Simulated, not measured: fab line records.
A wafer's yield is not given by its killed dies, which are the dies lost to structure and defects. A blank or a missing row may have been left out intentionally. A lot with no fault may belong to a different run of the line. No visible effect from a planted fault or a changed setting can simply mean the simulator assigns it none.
Problem report in the 8D (eight disciplines) form, filled by code | flow rit cmos | the parts of the form that need people (team, actions taken, sign-off) are left out

## 1. PROBLEM STATEMENT
Mean of rf fwd power W at RIT_M1_METAL_ETCH_12: 219.5 W across 5 wafers in 2 lots; on wafers with no fault it is 249.2 W (standard deviation 0.79). Measured from the usual mean, that is -38 standard deviations.
The step: etches Al in Cl2/BCl3, stops on SiO2, time 165 s, target depth 600 nm.
Seen first at day 7 07:32 on rie metal-03, wafer L451.4. At this step, 41 wafers from 14 lots have a number in the record. The rule behind "out" and "out of limits": a value lying over 4 standard deviations away from the usual mean. The rest of the wafers with a number are treated as sound.

## 2. WHAT IT IS, WHAT IT ISN'T
question                    | is                     | is not
which readings at this step | rf fwd power W         | drypump motor current A, oes product au, throttle valve pct
which lots                  | L451, L454             | L432, L433, L434, L435, L436, L437, L438, L439, L441, L444, L445, L455
which wafers of those lots  | all that have a number | -
read on which tools         | rie metal-03           | rie metal-01, rie metal-04
when                        | from day 7 07:32       | up to then (33 sound wafers); but 3 sound wafers of L455 came after

## 3. WHAT RULES OUT EACH SUSPECT
Counting: a tool at a process step up to the reading stays a suspect if it ran every lot that is out and no sound lot after the first of them.
- rie metal-03 at RIT_M1_METAL_ETCH_12 (etches Al in Cl2/BCl3, stops on SiO2, time 165 s, target depth 600 nm): kept. It ran every lot that is out, first L451 (day 7 07:32), and no sound lot after that; its last sound lot up to then is L445 (day 6 02:16). Its own readings are out on those wafers: rf fwd power W.
Remaining after the count: rie metal-03 at RIT_M1_METAL_ETCH_12.

## 4. THE CAUSE (what the simulator had put in)
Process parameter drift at RIT_M1_METAL_ETCH_12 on rie metal-03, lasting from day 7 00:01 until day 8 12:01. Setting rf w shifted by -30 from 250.
This tool alone remained once counting was done.

## 5. THE EFFECT CHAIN, in route order
Each row: a reading where the mean over the struck wafers with a number is more than 3 standard deviations away from the usual. Readings are gone through only where the record gives a usual standard deviation; hours: the median, over the lots, of the time from a lot's start at the first step in this table giving one to that lot's start at this step; sigmas: the change measured in usual standard deviations.
hours | step                 | reading        | usual   | on struck wafers | change | sigmas
0     | RIT_M1_METAL_ETCH_12 | rf fwd power W | 249.2 W | 219.5            | -29.7  | -38
Its process steps:
- RIT_M1_METAL_ETCH_12: etches Al in Cl2/BCl3, stops on SiO2, time 165 s, target depth 600 nm.

## 6. HOW IT WOULD HAVE BEEN CAUGHT EARLIER
In this record no reading fell out of limits until day 7 07:32, 8 hours after the fault had begun at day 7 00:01.
